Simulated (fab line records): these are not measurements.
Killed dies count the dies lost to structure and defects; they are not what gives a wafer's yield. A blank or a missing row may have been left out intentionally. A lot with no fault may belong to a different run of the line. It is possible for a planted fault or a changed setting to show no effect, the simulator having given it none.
Lot-split experiment ; flow berkeley cmos170 ; route with 331 steps; 5 lots, 23 wafers read

THE SPLIT ITSELF
At UCB170_GATE_PEB_10, the setting peb temp c was moved away from the recipe's 130 C on 11 of the 23 wafers read, by -2.8% to +2.0%. This setting was run at the recipe's value on the other wafers.

BETWEEN THE SPLIT AND THE READING: the file shows 1 step in between
- UCB170_GATE_DEVELOP_11: develop time 45 s

THE READING
cd nm (nm) at UCB170_GATE_CD_MEAS_12, where the cd target is 350 nm. A value of 350.1 nm with a standard deviation of 1.2 nm is what fault-free wafers of this fab line usually give.

wafer;tool, chamber at the split;peb temp c as run, C;against the recipe;cd nm, nm;against lot-mates on the recipe
L078.2;litho track-03, 0;130;recipe;350.6;-
L078.3;litho track-03, 0;130;recipe;349.9;-
L078.6;litho track-03, 0;130;recipe;348.9;-
L076.1;litho track-02, 0;127.9;-1.6%;362.4;+13.1
L076.2;litho track-02, 0;130;recipe;348.9;-
L076.4;litho track-02, 0;127.9;-1.6%;364.1;+14.9
L076.5;litho track-02, 0;130;recipe;349.6;-
L076.6;litho track-02, 0;127.9;-1.6%;363.3;+14.1
L081.1;litho track-03, 0;131.3;+1.0%;344.3;-7.3
L081.2;litho track-03, 0;131.3;+1.0%;342.8;-8.8
L081.3;litho track-03, 0;130;recipe;351.5;-
L081.5;litho track-03, 0;131.3;+1.0%;343.1;-8.5
L081.6;litho track-03, 0;130;recipe;351.8;-
L082.1;litho track-01, 0;132.6;+2.0%;336.5;-13.6
L082.2;litho track-01, 0;132.6;+2.0%;335.5;-14.6
L082.3;litho track-01, 0;130;recipe;349.8;-
L082.4;litho track-01, 0;130;recipe;350.5;-
L082.6;litho track-01, 0;132.6;+2.0%;335.5;-14.6
L084.1;litho track-01, 0;130;recipe;350.4;-
L084.2;litho track-01, 0;130;recipe;349.7;-
L084.3;litho track-01, 0;126.4;-2.8%;376.6;+26.7
L084.4;litho track-01, 0;130;recipe;349.6;-
L084.5;litho track-01, 0;126.4;-2.8%;377.6;+27.7

FIT RESULTS
A straight line over all 23 wafers: cd nm changes by -8.33 nm for each +1% of peb temp c; r = -0.99; the points scatter about the line by 1.6 nm.
The same after taking each lot's own level away (the mean of its wafers on the recipe; 23 wafers): -8.6 nm for each +1%; r = -0.99; scatter 1.4 nm.
According to that fit, moving peb temp c by its largest amount changes the reading by 24 nm.
The lots' own levels span 349.25 to 351.65 nm, that is 2.0 times the standard deviation above.
So the lot-to-lot level changes the slope little: the two slopes agree.
Check: for one of the wafers moved furthest among these (-2.8%), held out of the fit, the line's prediction against its lot-mates is +23.9 nm. Against them it came out at +26.7 nm.

THE OTHER SPLITS THESE WAFERS WENT THROUGH
Before the reading, these wafers also passed through other splits. Each is held against what the fit with the lots' levels taken away leaves over:
other split on the same wafers;wafers away from the commonest value;r with cd nm (lot level and that fit taken away)
UCB170_NWELL_ETCH_13 rf w;9;-0.32
UCB170_PWELL_OXIDATION_02 ox time s;15;+0.13
UCB170_PWELL_IMPLANT_15 energy kev;9;+0.00
UCB170_ACTIVE_PEB_11 peb temp c;7;+0.27
UCB170_NVT_COAT_01 resist thk nm;8;+0.16
UCB170_GATE_OXIDATION_01 temp c;15;+0.34

THE FILE'S OWN FIT
cd nm changes by -8.82 nm for each +1% of peb temp c, r = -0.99.
